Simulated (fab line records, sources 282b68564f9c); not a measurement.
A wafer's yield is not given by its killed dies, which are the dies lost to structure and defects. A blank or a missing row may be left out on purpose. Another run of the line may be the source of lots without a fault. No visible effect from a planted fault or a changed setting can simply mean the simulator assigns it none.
fab line records / flow rit-cmos
record: lots: 7 wafers: 21 last-day: 7
route steps=202 shown ACTIVE@19 FOX1@20 FOX2@23 NWELL@28 M1@202
lots that met no fault: from a run of the same line without faults
start-h: start of the lot's first displayed wafer, in hours after the record's first day / wait-h: hours since the lot's step before / " as in the row above / L1.1+2: a row that stands for several wafers / - no value present, or no start provided / * or withheld: withheld / < > ~ a bound
route shown NAME@n: a module of which the file shows steps, and the number in the route of the first / usual: mean and standard deviation over wafers with no fault / same: alike in all rows / chamber/n: place in a boat / sites: per-site readings / _std_site: standard deviation across them / _edge_site: the outer-site mean with the inner-site mean subtracted / radius-mm: for every site, how far away it sits from the centre of the wafer / mask NAME#n: copy n / behind: the tool/chamber that last shaped the wafer / hold: the reason the lot was held/the length of the hold in hours/how it ended / device: transistor that didn't switch, given as n, p or np / end of line: the route-end tests of the same wafers / a step without rows: its recipe alone / killed: dies that structure and defects cost at the first sort, which is not the same as the wafer's yield / map: a wafer's dies, marking killed ones x, the rest . and places with no die _
set.NAME: the run value of the setting; set.NAME@STEP: its run value at that earlier step / model.NAME: the simulator's own value behind a step, which no gauge read
certain route steps with their lots: each step a table, each wafer a row
services: when a tool's chamber went out of use (start-h, in hours from the record's first day, below 0 if earlier), for how many hours, and the reason
== steps ==
step: RIT_ACTIVE_CLEAN_17
recipe: chemistry: SC2 mix: 3:3:50 time-s: 600 temp-c: 75 dry: n2-spin
step: RIT_FOX1_OXIDATION_00
recipe: temp-c: 1100 ambient: H2O target-thk-a: 3507 p-h2o-torr: 720 ox-time-s: 1130
step: RIT_FOX1_THK_MEAS_01
recipe: reads: SiO2_of_FOX1_OXIDATION_00
usual: FOX1_OXIDE_THK: 348/7.5
lot.wafer=L996.2 tool=film-metro-03 chamber=- start-h=28.70 wait-h=0.0 FOX1_OXIDE_THK[nm]=342
lot.wafer=L996.4 tool=film-metro-03 chamber=- start-h=28.70 wait-h=0.0 FOX1_OXIDE_THK[nm]=340
lot.wafer=L996.5 tool=film-metro-03 chamber=- start-h=28.70 wait-h=0.0 FOX1_OXIDE_THK[nm]=343
lot.wafer=L999.2 tool=film-metro-01 chamber=- start-h=38.40 wait-h=0.0 FOX1_OXIDE_THK[nm]=352
lot.wafer=L999.3 tool=film-metro-01 chamber=- start-h=38.40 wait-h=0.0 FOX1_OXIDE_THK[nm]=348
lot.wafer=L999.4 tool=film-metro-01 chamber=- start-h=38.40 wait-h=0.0 FOX1_OXIDE_THK[nm]=348
lot.wafer=L101.2 tool=film-metro-01 chamber=- start-h=48.46 wait-h=0.0 FOX1_OXIDE_THK[nm]=351
lot.wafer=L101.4 tool=film-metro-01 chamber=- start-h=48.46 wait-h=0.0 FOX1_OXIDE_THK[nm]=348
lot.wafer=L101.6 tool=film-metro-01 chamber=- start-h=48.46 wait-h=0.0 FOX1_OXIDE_THK[nm]=353
lot.wafer=L104.2 tool=film-metro-01 chamber=- start-h=63.82 wait-h=0.0 FOX1_OXIDE_THK[nm]=345
lot.wafer=L104.3 tool=film-metro-01 chamber=- start-h=63.82 wait-h=0.0 FOX1_OXIDE_THK[nm]=353
lot.wafer=L104.5 tool=film-metro-01 chamber=- start-h=63.82 wait-h=0.0 FOX1_OXIDE_THK[nm]=357
lot.wafer=L107.3 tool=film-metro-04 chamber=- start-h=80.54 wait-h=0.0 FOX1_OXIDE_THK[nm]=352
lot.wafer=L107.4 tool=film-metro-04 chamber=- start-h=80.54 wait-h=0.0 FOX1_OXIDE_THK[nm]=341
lot.wafer=L107.6 tool=film-metro-04 chamber=- start-h=80.54 wait-h=0.0 FOX1_OXIDE_THK[nm]=345
lot.wafer=L112.1 tool=film-metro-04 chamber=- start-h=103.95 wait-h=0.0 FOX1_OXIDE_THK[nm]=342
lot.wafer=L112.3 tool=film-metro-04 chamber=- start-h=103.95 wait-h=0.0 FOX1_OXIDE_THK[nm]=332
lot.wafer=L112.5 tool=film-metro-04 chamber=- start-h=103.95 wait-h=0.0 FOX1_OXIDE_THK[nm]=338
lot.wafer=L118.2 tool=film-metro-03 chamber=- start-h=133.51 wait-h=0.0 FOX1_OXIDE_THK[nm]=346
lot.wafer=L118.3 tool=film-metro-03 chamber=- start-h=133.51 wait-h=0.0 FOX1_OXIDE_THK[nm]=343
lot.wafer=L118.5 tool=film-metro-03 chamber=- start-h=133.51 wait-h=0.0 FOX1_OXIDE_THK[nm]=343
step: RIT_FOX1_WET_ETCH_02
recipe: chemistry: BOE target-depth-nm: 350 time-s: 390 temp-c: 21.5 dry: n2-spin dilution: 10:1 target: SiO2
step: RIT_FOX2_OXIDATION_00
recipe: temp-c: 1092 ambient: H2O target-thk-a: 3507 p-h2o-torr: 720 ox-time-s: 1130
step: RIT_FOX2_THK_MEAS_01
recipe: reads: SiO2_of_FOX2_OXIDATION_00
usual: FOX2_OXIDE_THK: 336/6.7
lot.wafer=L996.2 tool=film-metro-02 chamber=- start-h=31.46 wait-h=0.0 FOX2_OXIDE_THK[nm]=339
lot.wafer=L996.4 tool=film-metro-02 chamber=- start-h=31.46 wait-h=0.0 FOX2_OXIDE_THK[nm]=339
lot.wafer=L996.5 tool=film-metro-02 chamber=- start-h=31.46 wait-h=0.0 FOX2_OXIDE_THK[nm]=330
lot.wafer=L999.2 tool=film-metro-04 chamber=- start-h=39.90 wait-h=0.0 FOX2_OXIDE_THK[nm]=337
lot.wafer=L999.3 tool=film-metro-04 chamber=- start-h=39.90 wait-h=0.0 FOX2_OXIDE_THK[nm]=344
lot.wafer=L999.4 tool=film-metro-04 chamber=- start-h=39.90 wait-h=0.0 FOX2_OXIDE_THK[nm]=338
lot.wafer=L101.2 tool=film-metro-02 chamber=- start-h=50.02 wait-h=0.0 FOX2_OXIDE_THK[nm]=343
lot.wafer=L101.4 tool=film-metro-02 chamber=- start-h=50.02 wait-h=0.0 FOX2_OXIDE_THK[nm]=334
lot.wafer=L101.6 tool=film-metro-02 chamber=- start-h=50.02 wait-h=0.0 FOX2_OXIDE_THK[nm]=342
lot.wafer=L104.2 tool=film-metro-04 chamber=- start-h=67.90 wait-h=0.1 FOX2_OXIDE_THK[nm]=337
lot.wafer=L104.3 tool=film-metro-04 chamber=- start-h=67.90 wait-h=0.1 FOX2_OXIDE_THK[nm]=343
lot.wafer=L104.5 tool=film-metro-04 chamber=- start-h=67.90 wait-h=0.1 FOX2_OXIDE_THK[nm]=341
lot.wafer=L107.3 tool=film-metro-02 chamber=- start-h=83.89 wait-h=0.0 FOX2_OXIDE_THK[nm]=341
lot.wafer=L107.4 tool=film-metro-02 chamber=- start-h=83.89 wait-h=0.0 FOX2_OXIDE_THK[nm]=344
lot.wafer=L107.6 tool=film-metro-02 chamber=- start-h=83.89 wait-h=0.0 FOX2_OXIDE_THK[nm]=344
lot.wafer=L112.1 tool=film-metro-01 chamber=- start-h=105.44 wait-h=0.0 FOX2_OXIDE_THK[nm]=328
lot.wafer=L112.3 tool=film-metro-01 chamber=- start-h=105.44 wait-h=0.0 FOX2_OXIDE_THK[nm]=327
lot.wafer=L112.5 tool=film-metro-01 chamber=- start-h=105.44 wait-h=0.0 FOX2_OXIDE_THK[nm]=329
lot.wafer=L118.2 tool=film-metro-04 chamber=- start-h=135.39 wait-h=0.0 FOX2_OXIDE_THK[nm]=337
lot.wafer=L118.3 tool=film-metro-04 chamber=- start-h=135.39 wait-h=0.0 FOX2_OXIDE_THK[nm]=332
lot.wafer=L118.5 tool=film-metro-04 chamber=- start-h=135.39 wait-h=0.0 FOX2_OXIDE_THK[nm]=337
step: RIT_FOX2_CLEAN_02
recipe: chemistry: dHF dilution: 50:1 time-s: 180
step: RIT_FOX2_WET_ETCH_03
recipe: chemistry: H3PO4 target: Si3N4 target-depth-nm: 195 temp-c: 165 time-s: 2700
step: RIT_FOX2_THK_MEAS_90
recipe: reads: SiO2_of_FOX2_OXIDATION_00
usual: FIELD_OXIDE_LEFT_1_THK: 308/6.8
lot.wafer=L996.2 tool=film-metro-01 chamber=- start-h=32.40 wait-h=0.0 FIELD_OXIDE_LEFT_1_THK[nm]=312
lot.wafer=L996.4 tool=film-metro-01 chamber=- start-h=32.40 wait-h=0.0 FIELD_OXIDE_LEFT_1_THK[nm]=312
lot.wafer=L996.5 tool=film-metro-01 chamber=- start-h=32.40 wait-h=0.0 FIELD_OXIDE_LEFT_1_THK[nm]=302
lot.wafer=L999.2 tool=film-metro-04 chamber=- start-h=40.78 wait-h=0.0 FIELD_OXIDE_LEFT_1_THK[nm]=310
lot.wafer=L999.3 tool=film-metro-04 chamber=- start-h=40.78 wait-h=0.0 FIELD_OXIDE_LEFT_1_THK[nm]=316
lot.wafer=L999.4 tool=film-metro-04 chamber=- start-h=40.78 wait-h=0.0 FIELD_OXIDE_LEFT_1_THK[nm]=310
lot.wafer=L101.2 tool=film-metro-01 chamber=- start-h=50.97 wait-h=0.0 FIELD_OXIDE_LEFT_1_THK[nm]=316
lot.wafer=L101.4 tool=film-metro-01 chamber=- start-h=50.97 wait-h=0.0 FIELD_OXIDE_LEFT_1_THK[nm]=307
lot.wafer=L101.6 tool=film-metro-01 chamber=- start-h=50.97 wait-h=0.0 FIELD_OXIDE_LEFT_1_THK[nm]=315
lot.wafer=L104.2 tool=film-metro-02 chamber=- start-h=68.78 wait-h=0.0 FIELD_OXIDE_LEFT_1_THK[nm]=310
lot.wafer=L104.3 tool=film-metro-02 chamber=- start-h=68.78 wait-h=0.0 FIELD_OXIDE_LEFT_1_THK[nm]=315
lot.wafer=L104.5 tool=film-metro-02 chamber=- start-h=68.78 wait-h=0.0 FIELD_OXIDE_LEFT_1_THK[nm]=314
lot.wafer=L107.3 tool=film-metro-01 chamber=- start-h=84.83 wait-h=0.0 FIELD_OXIDE_LEFT_1_THK[nm]=315
lot.wafer=L107.4 tool=film-metro-01 chamber=- start-h=84.83 wait-h=0.0 FIELD_OXIDE_LEFT_1_THK[nm]=317
lot.wafer=L107.6 tool=film-metro-01 chamber=- start-h=84.83 wait-h=0.0 FIELD_OXIDE_LEFT_1_THK[nm]=317
lot.wafer=L112.1 tool=film-metro-04 chamber=- start-h=106.32 wait-h=0.0 FIELD_OXIDE_LEFT_1_THK[nm]=302
lot.wafer=L112.3 tool=film-metro-04 chamber=- start-h=106.32 wait-h=0.0 FIELD_OXIDE_LEFT_1_THK[nm]=301
lot.wafer=L112.5 tool=film-metro-04 chamber=- start-h=106.32 wait-h=0.0 FIELD_OXIDE_LEFT_1_THK[nm]=303
lot.wafer=L118.2 tool=film-metro-01 chamber=- start-h=136.27 wait-h=0.0 FIELD_OXIDE_LEFT_1_THK[nm]=310
lot.wafer=L118.3 tool=film-metro-01 chamber=- start-h=136.27 wait-h=0.0 FIELD_OXIDE_LEFT_1_THK[nm]=305
lot.wafer=L118.5 tool=film-metro-01 chamber=- start-h=136.27 wait-h=0.0 FIELD_OXIDE_LEFT_1_THK[nm]=310
step: RIT_NWELL_HMDS_00
recipe: prime-time-s: 60 prime-temp-c: 140
step: RIT_NWELL_COAT_01
recipe: resist: NOVOLAK spin-rpm: 2000 resist-thk-nm: 1300
step: RIT_NWELL_SOFTBAKE_02
recipe: resist: NOVOLAK temp-c: 90 time-s: 60
step: RIT_NWELL_EXPOSE_03
recipe: mask-id: M2 na: 0.57 target-cd-nm: 43900 dose-mj: 250
usual: focus-offset-nm: 0.1/0.52
lot.wafer=L996.2 tool=iline-stepper-01 chamber=0 start-h=33.05 wait-h=0.2 mask=M2#0 focus-offset-nm=-0.2 model.NWELL.overlay-x-nm=-0.03868
lot.wafer=L996.4 tool=iline-stepper-01 chamber=0 start-h=33.05 wait-h=0.2 mask=M2#0 focus-offset-nm=0.0 model.NWELL.overlay-x-nm=-0.03868
lot.wafer=L996.5 tool=iline-stepper-01 chamber=0 start-h=33.05 wait-h=0.2 mask=M2#0 focus-offset-nm=-0.2 model.NWELL.overlay-x-nm=-0.03868
lot.wafer=L999.2 tool=iline-stepper-02 chamber=0 start-h=41.30 wait-h=0.1 mask=M2#0 focus-offset-nm=0.6 model.NWELL.overlay-x-nm=0.5067
lot.wafer=L999.3 tool=iline-stepper-02 chamber=0 start-h=41.30 wait-h=0.1 mask=M2#0 focus-offset-nm=0.2 model.NWELL.overlay-x-nm=0.5067
lot.wafer=L999.4 tool=iline-stepper-02 chamber=0 start-h=41.30 wait-h=0.1 mask=M2#0 focus-offset-nm=-0.1 model.NWELL.overlay-x-nm=0.5067
lot.wafer=L101.2 tool=iline-stepper-01 chamber=0 start-h=51.51 wait-h=0.1 mask=M2#0 focus-offset-nm=0.5 model.NWELL.overlay-x-nm=-179.9
lot.wafer=L101.4 tool=iline-stepper-01 chamber=0 start-h=51.51 wait-h=0.1 mask=M2#0 focus-offset-nm=0.1 model.NWELL.overlay-x-nm=-179.9
lot.wafer=L101.6 tool=iline-stepper-01 chamber=0 start-h=51.51 wait-h=0.1 mask=M2#0 focus-offset-nm=0.4 model.NWELL.overlay-x-nm=-179.9
lot.wafer=L104.2 tool=iline-stepper-01 chamber=0 start-h=69.43 wait-h=0.2 mask=M2#0 focus-offset-nm=-0.2 model.NWELL.overlay-x-nm=-179.1
lot.wafer=L104.3 tool=iline-stepper-01 chamber=0 start-h=69.43 wait-h=0.2 mask=M2#0 focus-offset-nm=0.8 model.NWELL.overlay-x-nm=-179.1
lot.wafer=L104.5 tool=iline-stepper-01 chamber=0 start-h=69.43 wait-h=0.2 mask=M2#0 focus-offset-nm=1.3 model.NWELL.overlay-x-nm=-179.1
lot.wafer=L107.3 tool=iline-stepper-01 chamber=0 start-h=85.48 wait-h=0.2 mask=M2#0 focus-offset-nm=0.5 model.NWELL.overlay-x-nm=-181.8
lot.wafer=L107.4 tool=iline-stepper-01 chamber=0 start-h=85.48 wait-h=0.2 mask=M2#0 focus-offset-nm=0.5 model.NWELL.overlay-x-nm=-181.8
lot.wafer=L107.6 tool=iline-stepper-01 chamber=0 start-h=85.48 wait-h=0.2 mask=M2#0 focus-offset-nm=0.6 model.NWELL.overlay-x-nm=-181.8
lot.wafer=L112.1 tool=iline-stepper-02 chamber=0 start-h=106.96 wait-h=0.2 mask=M2#0 focus-offset-nm=-0.1 model.NWELL.overlay-x-nm=0.804
lot.wafer=L112.3 tool=iline-stepper-02 chamber=0 start-h=106.96 wait-h=0.2 mask=M2#0 focus-offset-nm=0.6 model.NWELL.overlay-x-nm=0.804
lot.wafer=L112.5 tool=iline-stepper-02 chamber=0 start-h=106.96 wait-h=0.2 mask=M2#0 focus-offset-nm=-0.1 model.NWELL.overlay-x-nm=0.804
lot.wafer=L118.2 tool=iline-stepper-02 chamber=0 start-h=136.79 wait-h=0.1 mask=M2#0 focus-offset-nm=-1.1 model.NWELL.overlay-x-nm=0.9102
lot.wafer=L118.3 tool=iline-stepper-02 chamber=0 start-h=136.79 wait-h=0.1 mask=M2#0 focus-offset-nm=-0.8 model.NWELL.overlay-x-nm=0.9102
lot.wafer=L118.5 tool=iline-stepper-02 chamber=0 start-h=136.79 wait-h=0.1 mask=M2#0 focus-offset-nm=0.0 model.NWELL.overlay-x-nm=0.9102
step: RIT_NWELL_PEB_04
recipe: resist: NOVOLAK temp-c: withheld time-s: withheld
step: RIT_NWELL_DEVELOP_05
recipe: resist: NOVOLAK develop-time-s: 68 dev-temp-c: 23
step: RIT_NWELL_OVL_MEAS_06
usual: NWELL_OVL: -0.5/1.3
lot.wafer=L996.2 tool=overlay-01 chamber=- start-h=33.46 wait-h=- NWELL_OVL[nm]=1.5
lot.wafer=L996.4 tool=overlay-01 chamber=- start-h=33.46 wait-h=- NWELL_OVL[nm]=1.3
lot.wafer=L996.5 tool=overlay-01 chamber=- start-h=33.46 wait-h=- NWELL_OVL[nm]=-0.5
lot.wafer=L999.2 tool=overlay-02 chamber=- start-h=41.71 wait-h=- NWELL_OVL[nm]=1.9
lot.wafer=L999.3 tool=overlay-02 chamber=- start-h=41.71 wait-h=- NWELL_OVL[nm]=1.7
lot.wafer=L999.4 tool=overlay-02 chamber=- start-h=41.71 wait-h=- NWELL_OVL[nm]=0.9
lot.wafer=L101.2 tool=overlay-02 chamber=- start-h=51.92 wait-h=- NWELL_OVL[nm]=-178.8
lot.wafer=L101.4 tool=overlay-02 chamber=- start-h=51.92 wait-h=- NWELL_OVL[nm]=-178.3
lot.wafer=L101.6 tool=overlay-02 chamber=- start-h=51.92 wait-h=- NWELL_OVL[nm]=-180.2
lot.wafer=L104.2 tool=overlay-02 chamber=- start-h=69.84 wait-h=- NWELL_OVL[nm]=-178.5
lot.wafer=L104.3 tool=overlay-02 chamber=- start-h=69.84 wait-h=- NWELL_OVL[nm]=-178.9
lot.wafer=L104.5 tool=overlay-02 chamber=- start-h=69.84 wait-h=- NWELL_OVL[nm]=-179.3
lot.wafer=L107.3 tool=overlay-02 chamber=- start-h=85.88 wait-h=- NWELL_OVL[nm]=-181.1
lot.wafer=L107.4 tool=overlay-02 chamber=- start-h=85.88 wait-h=- NWELL_OVL[nm]=-182.8
lot.wafer=L107.6 tool=overlay-02 chamber=- start-h=85.88 wait-h=- NWELL_OVL[nm]=-182.8
lot.wafer=L112.1 tool=overlay-02 chamber=- start-h=107.39 wait-h=- NWELL_OVL[nm]=0.4
lot.wafer=L112.3 tool=overlay-02 chamber=- start-h=107.39 wait-h=- NWELL_OVL[nm]=1.5
lot.wafer=L112.5 tool=overlay-02 chamber=- start-h=107.39 wait-h=- NWELL_OVL[nm]=-0.9
lot.wafer=L118.2 tool=overlay-01 chamber=- start-h=137.21 wait-h=- NWELL_OVL[nm]=-0.5
lot.wafer=L118.3 tool=overlay-01 chamber=- start-h=137.21 wait-h=- NWELL_OVL[nm]=0.4
lot.wafer=L118.5 tool=overlay-01 chamber=- start-h=137.21 wait-h=- NWELL_OVL[nm]=-0.3
step: RIT_NWELL_HARDBAKE_07
recipe: resist: NOVOLAK temp-c: 139.2 time-s: 120
step: RIT_M1_PROBE_99
usual: killed-at-contacts: 0.1/0.27 killed-at-front-end: 7/3.3 killed-dies: 7/3.3 killed-on-rim: 2.0/1.5 killed-open: 3.5/2 killed-short: 3.8/2.2
same: gross-dies: 264 killed_at_M0_to_M3: 0 killed_at_M4_up: 0 killed-at-back-side: 0 killed-at-other: 0
lot.wafer=L996.2 tool=prober-01 chamber=- start-h=74.09 wait-h=0.1 killed-at-contacts=0 killed-at-front-end=9 killed-dies=9 killed-on-rim=2 killed-open=5 killed-short=4 model.etest.well-edge-right.line-ohm-um=182.1 model.etest.well-edge-left.line-ohm-um=184.2
lot.wafer=L996.4 tool=prober-01 chamber=- start-h=74.19 wait-h=0.2 killed-at-contacts=0 killed-at-front-end=3 killed-dies=3 killed-on-rim=1 killed-open=1 killed-short=2 model.etest.well-edge-right.line-ohm-um=181.9 model.etest.well-edge-left.line-ohm-um=182.1
lot.wafer=L996.5 tool=prober-01 chamber=- start-h=74.24 wait-h=0.2 killed-at-contacts=1 killed-at-front-end=9 killed-dies=10 killed-on-rim=5 killed-open=5 killed-short=4 model.etest.well-edge-right.line-ohm-um=181.7 model.etest.well-edge-left.line-ohm-um=180.9
lot.wafer=L999.2 tool=prober-02 chamber=- start-h=81.32 wait-h=0.1 killed-at-contacts=0 killed-at-front-end=4 killed-dies=4 killed-on-rim=2 killed-open=2 killed-short=2 model.etest.well-edge-right.line-ohm-um=180.3 model.etest.well-edge-left.line-ohm-um=180.3
lot.wafer=L999.3 tool=prober-02 chamber=- start-h=81.37 wait-h=0.2 killed-at-contacts=0 killed-at-front-end=6 killed-dies=6 killed-on-rim=2 killed-open=6 killed-short=0 model.etest.well-edge-right.line-ohm-um=183 model.etest.well-edge-left.line-ohm-um=183.5
lot.wafer=L999.4 tool=prober-02 chamber=- start-h=81.42 wait-h=0.2 killed-at-contacts=0 killed-at-front-end=10 killed-dies=10 killed-on-rim=2 killed-open=6 killed-short=4 model.etest.well-edge-right.line-ohm-um=181.3 model.etest.well-edge-left.line-ohm-um=180.1
lot.wafer=L101.2 tool=prober-02 chamber=- start-h=91.72 wait-h=0.1 killed-at-contacts=0 killed-at-front-end=11 killed-dies=11 killed-on-rim=3 killed-open=6 killed-short=5 model.etest.well-edge-right.line-ohm-um=196.7 model.etest.well-edge-left.line-ohm-um=177.6
lot.wafer=L101.4 tool=prober-02 chamber=- start-h=91.82 wait-h=0.2 killed-at-contacts=0 killed-at-front-end=10 killed-dies=10 killed-on-rim=3 killed-open=5 killed-short=5 model.etest.well-edge-right.line-ohm-um=193.6 model.etest.well-edge-left.line-ohm-um=173
lot.wafer=L101.6 tool=prober-02 chamber=- start-h=91.92 wait-h=0.2 killed-at-contacts=0 killed-at-front-end=8 killed-dies=8 killed-on-rim=1 killed-open=3 killed-short=5 model.etest.well-edge-right.line-ohm-um=193.3 model.etest.well-edge-left.line-ohm-um=174.7
lot.wafer=L104.2 tool=prober-01 chamber=- start-h=107.63 wait-h=0.1 killed-at-contacts=0 killed-at-front-end=6 killed-dies=6 killed-on-rim=0 killed-open=3 killed-short=3 model.etest.well-edge-right.line-ohm-um=195.8 model.etest.well-edge-left.line-ohm-um=173.6
lot.wafer=L104.3 tool=prober-01 chamber=- start-h=107.68 wait-h=0.2 killed-at-contacts=0 killed-at-front-end=4 killed-dies=4 killed-on-rim=2 killed-open=1 killed-short=3 model.etest.well-edge-right.line-ohm-um=195.1 model.etest.well-edge-left.line-ohm-um=179.4
lot.wafer=L104.5 tool=prober-01 chamber=- start-h=107.78 wait-h=0.2 killed-at-contacts=1 killed-at-front-end=8 killed-dies=9 killed-on-rim=4 killed-open=5 killed-short=4 model.etest.well-edge-right.line-ohm-um=194.4 model.etest.well-edge-left.line-ohm-um=176.9
lot.wafer=L107.3 tool=prober-02 chamber=- start-h=125.67 wait-h=0.2 killed-at-contacts=1 killed-at-front-end=1 killed-dies=2 killed-on-rim=1 killed-open=1 killed-short=1 model.etest.well-edge-right.line-ohm-um=192.3 model.etest.well-edge-left.line-ohm-um=174
lot.wafer=L107.4 tool=prober-02 chamber=- start-h=125.72 wait-h=0.2 killed-at-contacts=0 killed-at-front-end=8 killed-dies=8 killed-on-rim=2 killed-open=4 killed-short=4 model.etest.well-edge-right.line-ohm-um=195.8 model.etest.well-edge-left.line-ohm-um=175.9
lot.wafer=L107.6 tool=prober-02 chamber=- start-h=125.82 wait-h=0.2 killed-at-contacts=0 killed-at-front-end=6 killed-dies=6 killed-on-rim=1 killed-open=1 killed-short=5 model.etest.well-edge-right.line-ohm-um=193 model.etest.well-edge-left.line-ohm-um=178.4
lot.wafer=L112.1 tool=prober-01 chamber=- start-h=145.04 wait-h=0.1 killed-at-contacts=0 killed-at-front-end=13 killed-dies=13 killed-on-rim=4 killed-open=5 killed-short=8 model.etest.well-edge-right.line-ohm-um=182.3 model.etest.well-edge-left.line-ohm-um=180.7
lot.wafer=L112.3 tool=prober-01 chamber=- start-h=145.14 wait-h=0.2 killed-at-contacts=0 killed-at-front-end=6 killed-dies=6 killed-on-rim=3 killed-open=4 killed-short=2 model.etest.well-edge-right.line-ohm-um=180.9 model.etest.well-edge-left.line-ohm-um=183.5
lot.wafer=L112.5 tool=prober-01 chamber=- start-h=145.24 wait-h=0.2 killed-at-contacts=0 killed-at-front-end=1 killed-dies=1 killed-on-rim=0 killed-open=1 killed-short=0 model.etest.well-edge-right.line-ohm-um=179.8 model.etest.well-edge-left.line-ohm-um=184.1
lot.wafer=L118.2 tool=prober-01 chamber=- start-h=178.77 wait-h=0.1 killed-at-contacts=0 killed-at-front-end=6 killed-dies=6 killed-on-rim=1 killed-open=4 killed-short=2 model.etest.well-edge-right.line-ohm-um=183.3 model.etest.well-edge-left.line-ohm-um=182.3
lot.wafer=L118.3 tool=prober-01 chamber=- start-h=178.82 wait-h=0.2 killed-at-contacts=0 killed-at-front-end=4 killed-dies=4 killed-on-rim=2 killed-open=2 killed-short=2 model.etest.well-edge-right.line-ohm-um=182.8 model.etest.well-edge-left.line-ohm-um=181.8
lot.wafer=L118.5 tool=prober-01 chamber=- start-h=178.92 wait-h=0.2 killed-at-contacts=0 killed-at-front-end=8 killed-dies=8 killed-on-rim=3 killed-open=3 killed-short=5 model.etest.well-edge-right.line-ohm-um=182.6 model.etest.well-edge-left.line-ohm-um=183.2
killed by level:class
L996.2 GATE:geometric-particle:open=2 SILICIDE:geometric-particle:short=2 FOX1:geometric-particle:open=1 GATE:geometric-particle:short=1 REOX:geometric-particle:short=1 SPACER:geometric-particle:open=1 SILICIDE:geometric-particle:open=1
L996.4 FOX1:geometric-particle:short=1 GATE:geometric-particle:open=1 REOX:geometric-particle:short=1
L996.5 FOX1:geometric-particle:short=2 GATE:geometric-particle:open=2 FOX1:geometric-particle:open=1 REOX:geometric-particle:short=1 REOX:geometric-particle:open=1 SILICIDE:geometric-particle:open=1 CONTACT:geometric-particle:short=1 GATE:coat-microbubble-printed=1
L999.2 SPACER:geometric-particle:open=2 GATE:geometric-particle:short=1 SPACER:geometric-particle:short=1
L999.3 GATE:geometric-particle:open=2 REOX:geometric-particle:open=2 FOX2:geometric-particle:open=1 SILICIDE:geometric-particle:open=1
L999.4 SILICIDE:geometric-particle:short=2 SILICIDE:geometric-particle:open=2 FOX1:geometric-particle:short=1 FOX2:geometric-particle:open=1 GATE:geometric-particle:open=1 GATE:geometric-particle:short=1 REOX:geometric-particle:open=1 SPACER:geometric-particle:open=1
L101.2 GATE:geometric-particle:open=3 GATE:geometric-particle:short=2 REOX:geometric-particle:open=2 FOX1:geometric-particle:short=1 SILICIDE:geometric-particle:open=1 REOX:geometric-particle:short=1 SILICIDE:geometric-particle:short=1
L101.4 GATE:geometric-particle:open=3 GATE:geometric-particle:short=3 REOX:geometric-particle:open=1 REOX:geometric-particle:short=1 SPACER:geometric-particle:open=1 SILICIDE:geometric-particle:short=1
L101.6 GATE:geometric-particle:short=3 FOX2:geometric-particle:open=1 FOX2:geometric-particle:short=1 GATE:geometric-particle:open=1 REOX:geometric-particle:open=1 SILICIDE:geometric-particle:short=1
L104.2 FOX1:geometric-particle:short=1 FOX1:geometric-particle:open=1 FOX2:geometric-particle:open=1 GATE:geometric-particle:short=1 SPACER:geometric-particle:open=1 SILICIDE:geometric-particle:short=1
L104.3 FOX2:geometric-particle:short=2 SPACER:geometric-particle:short=1 SILICIDE:geometric-particle:open=1
L104.5 FOX1:geometric-particle:open=2 FOX1:geometric-particle:short=1 GATE:geometric-particle:open=1 GATE:geometric-particle:short=1 REOX:geometric-particle:short=1 REOX:geometric-particle:open=1 SPACER:geometric-particle:open=1 CONTACT:geometric-particle:short=1
L107.3 GATE:geometric-particle:short=1 CONTACT:geometric-particle:open=1
L107.4 GATE:geometric-particle:open=2 FOX1:geometric-particle:open=1 GATE:geometric-particle:short=1 REOX:geometric-particle:open=1 REOX:geometric-particle:short=1 SPACER:geometric-particle:short=1 SILICIDE:geometric-particle:short=1
L107.6 FOX1:geometric-particle:short=2 GATE:geometric-particle:open=1 GATE:geometric-particle:short=1 SPACER:geometric-particle:short=1 SILICIDE:geometric-particle:short=1
L112.1 FOX1:geometric-particle:open=3 FOX1:geometric-particle:short=3 GATE:geometric-particle:short=2 SILICIDE:geometric-particle:short=2 FOX2:geometric-particle:open=1 REOX:geometric-particle:short=1 SPACER:geometric-particle:open=1
L112.3 FOX1:geometric-particle:open=3 FOX1:geometric-particle:short=1 SPACER:geometric-particle:open=1 SILICIDE:geometric-particle:short=1
L112.5 FOX1:geometric-particle:open=1
L118.2 FOX1:geometric-particle:short=1 FOX1:geometric-particle:open=1 FOX2:geometric-particle:open=1 GATE:geometric-particle:short=1 GATE:geometric-particle:open=1 REOX:geometric-particle:open=1
L118.3 GATE:geometric-particle:open=2 GATE:geometric-particle:short=1 SPACER:geometric-particle:short=1
L118.5 GATE:geometric-particle:short=4 FOX1:geometric-particle:short=1 FOX1:geometric-particle:open=1 GATE:geometric-particle:open=1 SPACER:geometric-particle:open=1
== services ==
tool=iline-stepper-01 chamber=- start-h=49.53 hours=1.7 kind=pm
tool=iline-stepper-01 chamber=- start-h=71.82 hours=3.2 kind=repair
tool=iline-stepper-01 chamber=- start-h=94.47 hours=6.9 kind=repair
== key ==
first-sign: step: RIT_NWELL_OVL_MEAS_06 reading: NWELL_OVL direction: down sigmas: 99+ usual: -0.5 struck: -180.1
effect none on later readings
model-effect: step: RIT_NWELL_EXPOSE_03 value: NWELL.overlay-x-nm without: -0.3088 struck: -180.3
model-effect: step: RIT_M1_PROBE_99 value: etest.well-edge-right.line-ohm-um without: 184.2 struck: 194.4
met-at RIT_NWELL_EXPOSE_03
struck-wafers L101.2,L101.4,L101.6,L104.2,L104.3,L104.5,L107.3,L107.4,L107.6
tester-left-out L101,L104,L107
onset-between 33.05 51.51
fault: kind: scanner-matching-overlay tool: iline-stepper-01 chamber: - onset-h: 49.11 steps: RIT_NWELL_EXPOSE_03 offset: -180
tester-left-out: of these lots the tester's yield and bins aren't shown, on N5 and GAA mostly nor the transistor test; their killed dies are dies lost to structure and defects alone, not to doping, threshold or leakage, so they don't give the yield
